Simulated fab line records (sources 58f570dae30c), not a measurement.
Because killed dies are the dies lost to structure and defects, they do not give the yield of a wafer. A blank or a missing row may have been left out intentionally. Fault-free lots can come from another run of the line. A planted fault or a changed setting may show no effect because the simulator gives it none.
Which of the tools did it? / flow berkeley_cmos170 / 12 lots with 36 wafers sampled at 5 steps, on a route of 331 steps

WHAT THE GAUGES READ, wafer by wafer
UCB170_CONTACT_THK_MEAS_02. Usual: for CONTACT_PSG_THK the level is 699 nm and the standard deviation is 5.6.
lot=L805; measured=day 8 09:32; on=film_metro-04; CONTACT_PSG_THK (nm)=711 704 702; flag=
lot=L808; measured=day 8 20:39; on=film_metro-01; CONTACT_PSG_THK (nm)=700 697 704; flag=
lot=L806; measured=day 8 22:26; on=film_metro-03; CONTACT_PSG_THK (nm)=701 701 706; flag=
lot=L809; measured=day 8 21:34; on=film_metro-03; CONTACT_PSG_THK (nm)=707 712 702; flag=
lot=L807; measured=day 8 22:26; on=film_metro-01; CONTACT_PSG_THK (nm)=697 699 693; flag=
lot=L818; measured=day 10 18:44; on=film_metro-03; CONTACT_PSG_THK (nm)=470 470 464; flag=OFF
lot=L817; measured=day 10 20:32; on=film_metro-01; CONTACT_PSG_THK (nm)=471 470 468; flag=OFF
lot=L820; measured=day 11 10:44; on=film_metro-03; CONTACT_PSG_THK (nm)=700 701 696; flag=
lot=L822; measured=day 11 21:25; on=film_metro-01; CONTACT_PSG_THK (nm)=705 708 701; flag=
lot=L824; measured=day 12 16:28; on=film_metro-03; CONTACT_PSG_THK (nm)=699 696 697; flag=
lot=L825; measured=day 13 04:36; on=film_metro-01; CONTACT_PSG_THK (nm)=691 689 685; flag=
lot=L828; measured=day 13 17:07; on=film_metro-03; CONTACT_PSG_THK (nm)=699 694 702; flag=

WHICH TOOL RAN EACH LOT (tool, then ch and the chambers of the sampled wafers, then the start)
lot=L805; UCB170_SPACER_CVD_00=pecvd-04 ch 0,1,2, day 7 15:27; UCB170_PSD_STRIP_09=plasma_asher-04 ch 0,1, day 8 01:26; UCB170_BACKSIDE_STRIP_03=plasma_asher-04 ch 0,1, day 8 05:16; UCB170_CONTACT_CVD_01=lpcvd-02 ch 0, day 8 07:44
lot=L808; UCB170_SPACER_CVD_00=pecvd-02 ch 0,2, day 8 03:59; UCB170_PSD_STRIP_09=plasma_asher-02 ch 0,1, day 8 13:44; UCB170_BACKSIDE_STRIP_03=plasma_asher-02 ch 0,1, day 8 16:58; UCB170_CONTACT_CVD_01=lpcvd-02 ch 1, day 8 18:52
lot=L806; UCB170_SPACER_CVD_00=pecvd-03 ch 0,2, day 8 04:14; UCB170_PSD_STRIP_09=plasma_asher-04 ch 0,1, day 8 13:44; UCB170_BACKSIDE_STRIP_03=plasma_asher-04 ch 0,1, day 8 17:12; UCB170_CONTACT_CVD_01=lpcvd-02 ch 0, day 8 20:39
lot=L809; UCB170_SPACER_CVD_00=pecvd-04 ch 0,1, day 8 04:25; UCB170_PSD_STRIP_09=plasma_asher-01 ch 0,1, day 8 13:28; UCB170_BACKSIDE_STRIP_03=plasma_asher-04 ch 0,1, day 8 16:45; UCB170_CONTACT_CVD_01=lpcvd-01 ch 0, day 8 18:54
lot=L807; UCB170_SPACER_CVD_00=pecvd-02 ch 0,1,2, day 8 04:37; UCB170_PSD_STRIP_09=plasma_asher-01 ch 0,1, day 8 14:00; UCB170_BACKSIDE_STRIP_03=plasma_asher-04 ch 0,1, day 8 18:11; UCB170_CONTACT_CVD_01=lpcvd-02 ch 0, day 8 20:39
lot=L818; UCB170_SPACER_CVD_00=pecvd-04 ch 0,1,2, day 10 03:56; UCB170_PSD_STRIP_09=plasma_asher-04 ch 0,1, day 10 12:14; UCB170_BACKSIDE_STRIP_03=plasma_asher-02 ch 0,1, day 10 15:25; UCB170_CONTACT_CVD_01=lpcvd-02 ch 0, day 10 16:58
lot=L817; UCB170_SPACER_CVD_00=pecvd-03 ch 0,1, day 10 04:56; UCB170_PSD_STRIP_09=plasma_asher-04 ch 0,1, day 10 12:30; UCB170_BACKSIDE_STRIP_03=plasma_asher-04 ch 0,1, day 10 16:00; UCB170_CONTACT_CVD_01=lpcvd-02 ch 1, day 10 18:44
lot=L820; UCB170_SPACER_CVD_00=pecvd-04 ch 1,2, day 10 16:44; UCB170_PSD_STRIP_09=plasma_asher-02 ch 0,1, day 11 05:08; UCB170_BACKSIDE_STRIP_03=plasma_asher-04 ch 0,1, day 11 07:31; UCB170_CONTACT_CVD_01=lpcvd-01 ch 0, day 11 08:57
lot=L822; UCB170_SPACER_CVD_00=pecvd-02 ch 1,2, day 11 05:44; UCB170_PSD_STRIP_09=plasma_asher-02 ch 0,1, day 11 12:46; UCB170_BACKSIDE_STRIP_03=plasma_asher-04 ch 0,1, day 11 16:59; UCB170_CONTACT_CVD_01=lpcvd-01 ch 1, day 11 19:37
lot=L824; UCB170_SPACER_CVD_00=pecvd-03 ch 0,2, day 11 22:44; UCB170_PSD_STRIP_09=plasma_asher-02 ch 0,1, day 12 07:32; UCB170_BACKSIDE_STRIP_03=plasma_asher-03 ch 0,1, day 12 13:15; UCB170_CONTACT_CVD_01=lpcvd-01 ch 0, day 12 14:40
lot=L825; UCB170_SPACER_CVD_00=pecvd-03 ch 0,2, day 12 11:57; UCB170_PSD_STRIP_09=plasma_asher-02 ch 0,1, day 12 19:11; UCB170_BACKSIDE_STRIP_03=plasma_asher-03 ch 1, day 12 22:26; UCB170_CONTACT_CVD_01=lpcvd-01 ch 0, day 13 02:49
lot=L828; UCB170_SPACER_CVD_00=pecvd-02 ch 0,1,2, day 13 02:39; UCB170_PSD_STRIP_09=plasma_asher-02 ch 0,1, day 13 11:24; UCB170_BACKSIDE_STRIP_03=plasma_asher-04 ch 0,1, day 13 13:41; UCB170_CONTACT_CVD_01=lpcvd-01 ch 1, day 13 15:19
- UCB170_SPACER_CVD_00: deposits SiO2 from TEOS/O2, target thk 376 nm, time 47 s.
- UCB170_PSD_STRIP_09: strips in O2.
- UCB170_BACKSIDE_STRIP_03: strips in O2.
- UCB170_CONTACT_CVD_01: deposits PSG from SiH4/O2/PH3, target thk 700 nm, time 2820 s.

WHAT THE TOOLS THEMSELVES READ (means of the sampled wafers that have a number; where no wafer has one, the mark that the record gives instead)
UCB170_SPACER_CVD_00. Usual: 248 W for heater_power_w, sd 68.
lot=L805; tool=pecvd-04; heater_power_w (W)=228; flag=
lot=L808; tool=pecvd-02; heater_power_w (W)=179; flag=
lot=L806; tool=pecvd-03; heater_power_w (W)=223; flag=
lot=L809; tool=pecvd-04; heater_power_w (W)=263; flag=
lot=L807; tool=pecvd-02; heater_power_w (W)=261; flag=
lot=L818; tool=pecvd-04; heater_power_w (W)=236; flag=
lot=L817; tool=pecvd-03; heater_power_w (W)=281; flag=
lot=L820; tool=pecvd-04; heater_power_w (W)=207; flag=
lot=L822; tool=pecvd-02; heater_power_w (W)=309; flag=
lot=L824; tool=pecvd-03; heater_power_w (W)=203; flag=
lot=L825; tool=pecvd-03; heater_power_w (W)=226; flag=
lot=L828; tool=pecvd-02; heater_power_w (W)=241; flag=

UCB170_PSD_STRIP_09. Usual: drypump_motor_current_A 5.5 A, standard deviation 0.46; oes_product_au 0.601 a.u., standard deviation 0.0043; strip_time_to_endpoint_s 29.39 s, standard deviation 0.085.
lot=L805; tool=plasma_asher-04; drypump_motor_current_A (A)=5.1; oes_product_au (a.u.)=0.605; strip_time_to_endpoint_s (s)=29.36; flag=
lot=L808; tool=plasma_asher-02; drypump_motor_current_A (A)=5.5; oes_product_au (a.u.)=0.600; strip_time_to_endpoint_s (s)=29.43; flag=
lot=L806; tool=plasma_asher-04; drypump_motor_current_A (A)=5.1; oes_product_au (a.u.)=0.597; strip_time_to_endpoint_s (s)=29.30; flag=
lot=L809; tool=plasma_asher-01; drypump_motor_current_A (A)=5.8; oes_product_au (a.u.)=0.603; strip_time_to_endpoint_s (s)=29.38; flag=
lot=L807; tool=plasma_asher-01; drypump_motor_current_A (A)=5.6; oes_product_au (a.u.)=0.602; strip_time_to_endpoint_s (s)=29.30; flag=
lot=L818; tool=plasma_asher-04; drypump_motor_current_A (A)=5.1; oes_product_au (a.u.)=0.604; strip_time_to_endpoint_s (s)=29.26; flag=
lot=L817; tool=plasma_asher-04; drypump_motor_current_A (A)=5.1; oes_product_au (a.u.)=0.602; strip_time_to_endpoint_s (s)=29.48; flag=
lot=L820; tool=plasma_asher-02; drypump_motor_current_A (A)=5.8; oes_product_au (a.u.)=0.600; strip_time_to_endpoint_s (s)=29.38; flag=
lot=L822; tool=plasma_asher-02; drypump_motor_current_A (A)=5.5; oes_product_au (a.u.)=0.596; strip_time_to_endpoint_s (s)=29.43; flag=
lot=L824; tool=plasma_asher-02; drypump_motor_current_A (A)=5.5; oes_product_au (a.u.)=0.604; strip_time_to_endpoint_s (s)=29.39; flag=
lot=L825; tool=plasma_asher-02; drypump_motor_current_A (A)=5.5; oes_product_au (a.u.)=0.601; strip_time_to_endpoint_s (s)=29.46; flag=
lot=L828; tool=plasma_asher-02; drypump_motor_current_A (A)=5.5; oes_product_au (a.u.)=0.601; strip_time_to_endpoint_s (s)=29.45; flag=

UCB170_BACKSIDE_STRIP_03. Usual: drypump_motor_current_A 5.4 A, standard deviation 0.37; oes_product_au 0.735 a.u., standard deviation 0.0047; strip_time_to_endpoint_s 21.96 s, standard deviation 0.066.
lot=L805; tool=plasma_asher-04; drypump_motor_current_A (A)=5.1; oes_product_au (a.u.)=0.731; strip_time_to_endpoint_s (s)=22.00; flag=
lot=L808; tool=plasma_asher-02; drypump_motor_current_A (A)=5.8; oes_product_au (a.u.)=0.732; strip_time_to_endpoint_s (s)=21.85; flag=
lot=L806; tool=plasma_asher-04; drypump_motor_current_A (A)=5.1; oes_product_au (a.u.)=0.740; strip_time_to_endpoint_s (s)=21.96; flag=
lot=L809; tool=plasma_asher-04; drypump_motor_current_A (A)=5.1; oes_product_au (a.u.)=0.734; strip_time_to_endpoint_s (s)=21.88; flag=
lot=L807; tool=plasma_asher-04; drypump_motor_current_A (A)=5.1; oes_product_au (a.u.)=0.736; strip_time_to_endpoint_s (s)=22.01; flag=
lot=L818; tool=plasma_asher-02; drypump_motor_current_A (A)=5.5; oes_product_au (a.u.)=0.738; strip_time_to_endpoint_s (s)=21.98; flag=
lot=L817; tool=plasma_asher-04; drypump_motor_current_A (A)=5.1; oes_product_au (a.u.)=0.735; strip_time_to_endpoint_s (s)=21.91; flag=
lot=L820; tool=plasma_asher-04; drypump_motor_current_A (A)=5.1; oes_product_au (a.u.)=0.737; strip_time_to_endpoint_s (s)=21.97; flag=
lot=L822; tool=plasma_asher-04; drypump_motor_current_A (A)=5.1; oes_product_au (a.u.)=0.734; strip_time_to_endpoint_s (s)=22.03; flag=
lot=L824; tool=plasma_asher-03; drypump_motor_current_A (A)=5.7; oes_product_au (a.u.)=0.736; strip_time_to_endpoint_s (s)=21.95; flag=
lot=L825; tool=plasma_asher-03; drypump_motor_current_A (A)=5.6; oes_product_au (a.u.)=0.736; strip_time_to_endpoint_s (s)=21.88; flag=
lot=L828; tool=plasma_asher-04; drypump_motor_current_A (A)=5.1; oes_product_au (a.u.)=0.733; strip_time_to_endpoint_s (s)=22.07; flag=

UCB170_CONTACT_CVD_01. Usual: 59.98 sccm for sih4_flow_sccm, sd 0.19.
lot=L805; tool=lpcvd-02; sih4_flow_sccm (sccm)=60.01; flag=
lot=L808; tool=lpcvd-02; sih4_flow_sccm (sccm)=60.06; flag=
lot=L806; tool=lpcvd-02; sih4_flow_sccm (sccm)=59.74; flag=
lot=L809; tool=lpcvd-01; sih4_flow_sccm (sccm)=60.21; flag=
lot=L807; tool=lpcvd-02; sih4_flow_sccm (sccm)=59.93; flag=
lot=L818; tool=lpcvd-02; sih4_flow_sccm (sccm)=59.96; flag=
lot=L817; tool=lpcvd-02; sih4_flow_sccm (sccm)=60.22; flag=
lot=L820; tool=lpcvd-01; sih4_flow_sccm (sccm)=59.69; flag=
lot=L822; tool=lpcvd-01; sih4_flow_sccm (sccm)=59.96; flag=
lot=L824; tool=lpcvd-01; sih4_flow_sccm (sccm)=59.95; flag=
lot=L825; tool=lpcvd-01; sih4_flow_sccm (sccm)=59.83; flag=
lot=L828; tool=lpcvd-01; sih4_flow_sccm (sccm)=59.92; flag=

THE ANSWER, worked out from the rows above alone
Rule: lot off if the mean of its wafers having a number is beyond 3 standard deviations from the usual mean. A lot without any number at a reading at which 4 lots or more have one is off too. The other lots that the step has rows for count as sound. The gauges are gone through in route order, then the tools' own readings, and for those a lot's mean is taken as printed above. The first step at which some lot is off is used, and at that step the reading that is off furthest; a lot without a number counts as furthest.
Off: at UCB170_CONTACT_THK_MEAS_02 (CONTACT_PSG_THK), L818, L817.
If a tool, at a process step before that reading, ran all the lots that are off and no sound lot after the first of them, it fits. The gauges at UCB170_CONTACT_THK_MEAS_02 are tried like those tools. This does not decide it: 2 tools fit, namely plasma_asher-04 at UCB170_PSD_STRIP_09 and lpcvd-02 at UCB170_CONTACT_CVD_01.

WHAT THE SIMULATOR HAD INSERTED
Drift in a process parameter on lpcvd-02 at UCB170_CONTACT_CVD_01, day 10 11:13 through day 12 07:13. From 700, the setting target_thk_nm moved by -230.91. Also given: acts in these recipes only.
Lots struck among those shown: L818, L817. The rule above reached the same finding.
